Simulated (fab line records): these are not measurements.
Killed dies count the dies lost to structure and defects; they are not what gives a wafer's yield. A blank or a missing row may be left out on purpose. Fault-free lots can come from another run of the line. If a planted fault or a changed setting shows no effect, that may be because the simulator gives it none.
fab line records | flow rit-cmos
record: lots: 6 | wafers: 18 | last-day: 7
route steps=202 shown NLDD@105 PLDD@114
lots untouched by any fault: they come from a run of this same line in which no faults occurred
start-h: hours from the record's first day to the start of the lot's first wafer shown | wait-h: hours since the lot's step before | " repeats the value in the row above | L1.1+2: a row that stands for several wafers | - no value present, or no start provided | * or withheld: withheld | < > ~ a bound
route shown NAME@n: NAME is a module with steps in the file, n the number in the route of the first one | usual: the fault-free wafers' mean and standard deviation | same: alike in all rows | chamber/n: place in a boat | sites: readings site by site | _std_site: the values' standard deviation | _edge_site: outer sites' mean less inner sites' | radius-mm: how far each site lies from the wafer's centre | mask NAME#n: copy n | behind: tool/chamber where the wafer was last shaped | hold: what put the lot on hold/how long, in hours/how the hold closed | device: transistor that didn't switch, given as n, p or np | end of line: the same wafers' tests at the end of the route | where a step has no rows: the recipe by itself | killed: not the wafer's yield, but the dies lost to structure and defects at the first sort | map: a wafer's dies, x killed, . not, _ none there
set.NAME: the setting as run; set.NAME@STEP: as run at that earlier step | model.NAME: the simulator's own value behind a step, which no gauge read
lots at some steps of the route; a table a step, a row a wafer
services: a tool's chamber out of use, with start hour (start-h, from the record's first day; less than 0 if before it), hours out, and reason
== steps ==
step: RIT_NLDD_SOFTBAKE_02
recipe: resist: NOVOLAK | temp-c: 90 | time-s: 60
step: RIT_NLDD_EXPOSE_03
recipe: mask-id: M7 | na: 0.57 | target-cd-nm: 40700 | dose-mj: 250
step: RIT_NLDD_PEB_04
recipe: resist: NOVOLAK | temp-c: withheld | time-s: withheld
step: RIT_NLDD_DEVELOP_05
recipe: resist: NOVOLAK | develop-time-s: 50 | dev-temp-c: 23
step: RIT_NLDD_OVL_MEAS_06
usual: NLDD_OVL: 0.5/1.4
lot.wafer | tool       | chamber | start-h | wait-h | NLDD_OVL[nm]
L343.2    | overlay-02 | -       | 51.66   | -      | -0.1
L343.4    | "          | -       | "       | "      | -0.1
L343.5    | "          | -       | "       | "      | 1.7
L348.2    | overlay-01 | -       | 67.55   | -      | -0.7
L348.4    | "          | -       | "       | "      | -2.1
L348.5    | "          | -       | "       | "      | -2.0
L352.2    | overlay-02 | -       | 91.98   | -      | 1.6
L352.3    | "          | -       | "       | "      | -0.3
L352.5    | "          | -       | "       | "      | 1.4
L353.1    | overlay-02 | -       | 96.76   | -      | 1.0
L353.3    | "          | -       | "       | "      | 1.4
L353.5    | "          | -       | "       | "      | 1.4
L365.1    | overlay-02 | -       | 157.04  | -      | 2.3
L365.3    | "          | -       | "       | "      | 0.1
L365.4    | "          | -       | "       | "      | -0.2
L366.2    | overlay-02 | -       | 161.05  | -      | 1.9
L366.3    | "          | -       | "       | "      | -0.8
L366.5    | "          | -       | "       | "      | -0.1
step: RIT_NLDD_HARDBAKE_07
recipe: resist: NOVOLAK | temp-c: 140 | time-s: 60
step: RIT_NLDD_IMPLANT_08
recipe: species: P | energy-kev: 20 | dose-cm2: 5e+14 | tilt-deg: 7
step: RIT_NLDD_STRIP_09
recipe: chemistry: O2 | time-s: 180 | resist: NOVOLAK | platen-temp-c: withheld | power-w: 500 | pressure-mtorr: 4000 | o2-flow-sccm: 4000
usual: drypump-motor-current-A: 5.6/0.33
lot.wafer | tool            | chamber | start-h | wait-h | drypump-motor-current-A | rf-hours-counter-h
L343.2    | plasma-asher-03 | 0       | 51.99   | 0.1    | 5.5                     | 40
L343.4    | "               | 1       | "       | "      | 6.0                     | -
L343.5    | "               | 0       | "       | "      | 5.5                     | -
L348.2    | plasma-asher-03 | 0       | 67.88   | 0.1    | 5.5                     | 41
L348.4    | "               | 0       | "       | "      | 5.4                     | -
L348.5    | "               | 0       | "       | "      | 5.5                     | -
L352.2    | plasma-asher-03 | 0       | 92.31   | 0.1    | 5.5                     | 44
L352.3    | "               | 1       | "       | "      | 6.0                     | -
L352.5    | "               | 1       | "       | "      | 6.0                     | -
L353.1    | plasma-asher-04 | 1       | 97.10   | 0.1    | 5.2                     | 33
L353.3    | "               | 0       | "       | "      | 5.7                     | -
L353.5    | "               | 0       | "       | "      | 5.7                     | -
L365.1    | plasma-asher-04 | 0       | 157.37  | 0.1    | 5.8                     | 40
L365.3    | "               | 1       | "       | "      | 5.2                     | -
L365.4    | "               | 0       | "       | "      | 5.7                     | -
L366.2    | plasma-asher-02 | 0       | 161.38  | 0.1    | 5.3                     | 5
L366.3    | "               | 1       | "       | "      | 6.1                     | -
L366.5    | "               | 0       | "       | "      | 5.3                     | -
step: RIT_NLDD_TW_MEAS_10
usual: NLDD_TW: 2502/27
lot.wafer | tool          | chamber | start-h | wait-h | NLDD_TW
L343.2    | film-metro-03 | -       | 52.18   | 0.1    | 2528
L343.4    | "             | -       | "       | "      | 2512
L343.5    | "             | -       | "       | "      | 2522
L348.2    | film-metro-03 | -       | 68.07   | 0.1    | 2507
L348.4    | "             | -       | "       | "      | 2535
L348.5    | "             | -       | "       | "      | 2513
L352.2    | film-metro-03 | -       | 92.50   | 0.1    | 2521
L352.3    | "             | -       | "       | "      | 2509
L352.5    | "             | -       | "       | "      | 2507
L353.1    | film-metro-03 | -       | 97.27   | 0.1    | 2525
L353.3    | "             | -       | "       | "      | 2531
L353.5    | "             | -       | "       | "      | 2520
L365.1    | film-metro-02 | -       | 157.55  | 0.1    | 2449
L365.3    | "             | -       | "       | "      | 2439
L365.4    | "             | -       | "       | "      | 2448
L366.2    | film-metro-03 | -       | 161.57  | 0.1    | 2526
L366.3    | "             | -       | "       | "      | 2519
L366.5    | "             | -       | "       | "      | 2529
step: RIT_PLDD_HMDS_00
recipe: prime-time-s: 60 | prime-temp-c: 140
step: RIT_PLDD_COAT_01
recipe: resist: NOVOLAK | spin-rpm: 3250 | resist-thk-nm: 1000
step: RIT_PLDD_SOFTBAKE_02
recipe: resist: NOVOLAK | temp-c: 90 | time-s: 60
step: RIT_PLDD_EXPOSE_03
recipe: mask-id: M8 | na: 0.57 | target-cd-nm: 40900 | dose-mj: 250
usual: exposure-dose-mJ-cm2: 250.00/0.23 | focus-offset-nm: -0.1/0.53
lot.wafer | tool             | chamber | start-h | wait-h | mask | exposure-dose-mJ-cm2 | focus-offset-nm
L343.2    | iline-stepper-01 | 0       | 52.70   | 0.1    | M8#0 | 250.22               | -1.1
L343.4    | "                | 0       | "       | "      | M8#0 | 249.61               | 0.5
L343.5    | "                | 0       | "       | "      | M8#0 | 249.84               | -0.3
L348.2    | iline-stepper-01 | 0       | 68.71   | 0.2    | M8#0 | 250.05               | -0.4
L348.4    | "                | 0       | "       | "      | M8#0 | 250.30               | 0.0
L348.5    | "                | 0       | "       | "      | M8#0 | 250.22               | 0.7
L352.2    | iline-stepper-01 | -       | 93.14   | 0.2    | M8#0 | -                    | -
L352.3    | "                | -       | "       | "      | M8#0 | -                    | -
L352.5    | "                | -       | "       | "      | M8#0 | -                    | -
L353.1    | iline-stepper-02 | -       | 97.91   | 0.2    | M8#0 | -                    | -
L353.3    | "                | -       | "       | "      | M8#0 | -                    | -
L353.5    | "                | -       | "       | "      | M8#0 | -                    | -
L365.1    | iline-stepper-02 | 0       | 158.06  | 0.1    | M8#0 | 249.79               | -0.1
L365.3    | "                | 0       | "       | "      | M8#0 | 249.88               | 0.2
L365.4    | "                | 0       | "       | "      | M8#0 | 250.26               | 0.1
L366.2    | iline-stepper-01 | 0       | 162.21  | 0.2    | M8#0 | 250.01               | 0.0
L366.3    | "                | 0       | "       | "      | M8#0 | 249.77               | -0.5
L366.5    | "                | 0       | "       | "      | M8#0 | 249.51               | -1.0
step: RIT_PLDD_PEB_04
recipe: resist: NOVOLAK | temp-c: withheld | time-s: withheld
== services ==
tool             | chamber | start-h | hours | kind
plasma-asher-03  | -       | 45.49   | 2.8   | repair
iline-stepper-01 | -       | 49.53   | 1.7   | pm
iline-stepper-01 | -       | 71.82   | 3.2   | repair
plasma-asher-03  | -       | 78.11   | 4.9   | repair
iline-stepper-01 | -       | 94.47   | 6.9   | repair
plasma-asher-02  | -       | 108.75  | 9.0   | pm
plasma-asher-02  | 0       | 108.75  | 9.0   | vent-cycle
plasma-asher-02  | 1       | 108.75  | 9.0   | vent-cycle
plasma-asher-02  | 0       | 117.75  | -     | clean
plasma-asher-02  | 1       | 117.75  | -     | clean
iline-stepper-01 | 0       | 138.15  | -     | calibration
iline-stepper-02 | 0       | 153.27  | -     | calibration
== key ==
first-sign: step: RIT_PLDD_EXPOSE_03 | reading: tool-record | direction: missing
effect none on later readings
met-at RIT_PLDD_EXPOSE_03
struck-wafers L352.2,L352.3,L352.5,L353.1,L353.3,L353.5
sort-left-out L352.2,L352.3,L352.5,L353.1,L353.3,L353.5
tester-left-out L352,L353
onset-between 68.71 93.14
fault: kind: skipped-step-whole | tool: iline-stepper-01,iline-stepper-02 | chamber: - | onset-h: 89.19 | steps: RIT_PLDD_EXPOSE_03 | scope: struck-lots-only
tester-left-out: of these lots the tester's yield and bins aren't shown, on N5 and GAA mostly nor the transistor test; their killed dies are dies lost to structure and defects alone, not to doping, threshold or leakage, so they don't give the yield
sort-left-out: the simulated sort isn't trusted on such a fault, so these wafers' sort isn't shown, and their yield isn't known
